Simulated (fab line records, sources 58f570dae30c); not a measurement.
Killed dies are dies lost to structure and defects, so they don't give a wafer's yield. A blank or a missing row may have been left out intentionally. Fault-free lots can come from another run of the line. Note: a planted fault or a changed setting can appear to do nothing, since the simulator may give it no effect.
8D (eight disciplines) problem report, filled in by code ; flow berkeleyCmos170 ; the parts of the form that need people (team, actions taken, sign-off) are left out

1. THE PROBLEM
At UCB170_M3_ETCH_17, biasW averages 109.7 W over 3 wafers from 3 lots, while fault-free wafers read 100.0 W, standard deviation 0.31. Relative to the usual mean, that is a shift of +31 standard deviations.
The step: etches BARC in N2/H2.
First seen on wafer L391.5, day 10 14:58, on rieDiel-03. The record has a number at this step for 15 wafers belonging to 7 lots. Rule for "out", or "out of limits": more than 4 standard deviations from the usual mean. The other wafers with a number count as sound.

2. WHAT IT IS, AND WHAT IT ISN'T
question;is;is not
which readings at this step;biasW;n2FlowSccm, oesProductAu, rfFwdPowerW, throttleValvePct
which lots;L389, L390, L391;L386, L387, L397, L402
which wafers of those lots;all that have a number;-
read on which tools;rieDiel-03;rieDiel-01, rieDiel-04
when;from day 10 14:58;"up to then (6 sound wafers); but 6 sound wafers of L397, L402 came after"

3. WHAT RULES OUT EACH SUSPECT
Counting: a tool at a process step up to the reading stays a suspect if it ran every lot that is out and no sound lot after the first of them.
- rieDiel-03 at UCB170_M3_ETCH_17 (etches BARC in N2/H2): kept. It processed each lot that is out, first L391 at day 10 14:58, and no sound lot thereafter; up to then, the last sound lot it processed was L386 at day 9 16:34. Its own biasW readings are out on those wafers.
Remaining after the count: rieDiel-03 at UCB170_M3_ETCH_17.

4. THE CAUSE (what the simulator had put in)
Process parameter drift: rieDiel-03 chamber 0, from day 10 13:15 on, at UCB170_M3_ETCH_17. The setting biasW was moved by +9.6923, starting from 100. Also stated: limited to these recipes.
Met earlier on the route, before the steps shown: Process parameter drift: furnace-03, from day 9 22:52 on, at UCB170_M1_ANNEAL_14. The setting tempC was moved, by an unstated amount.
Only this tool survived the counting.

5. SEQUENCE OF EFFECTS, ordered by route
One row per reading whose mean, taken over the struck wafers that have a number, lies over 3 standard deviations from the usual. Readings are gone through only where the record gives a usual standard deviation; hours: the median, over the lots, of the time from a lot's start at the first step in this table giving one to that lot's start at this step; sigmas: the change measured in usual standard deviations.
hours;step;reading;usual;on struck wafers;change;sigmas
0;UCB170_M3_ETCH_17;biasW;100.0 W;109.7;+9.7;+31
Process steps it contains:
- UCB170_M3_ETCH_17: etches BARC in N2/H2.

6. HOW IT WOULD HAVE BEEN CAUGHT EARLIER
In this record no reading fell out of limits until day 10 14:58, 2 hours after the fault had begun at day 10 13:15.
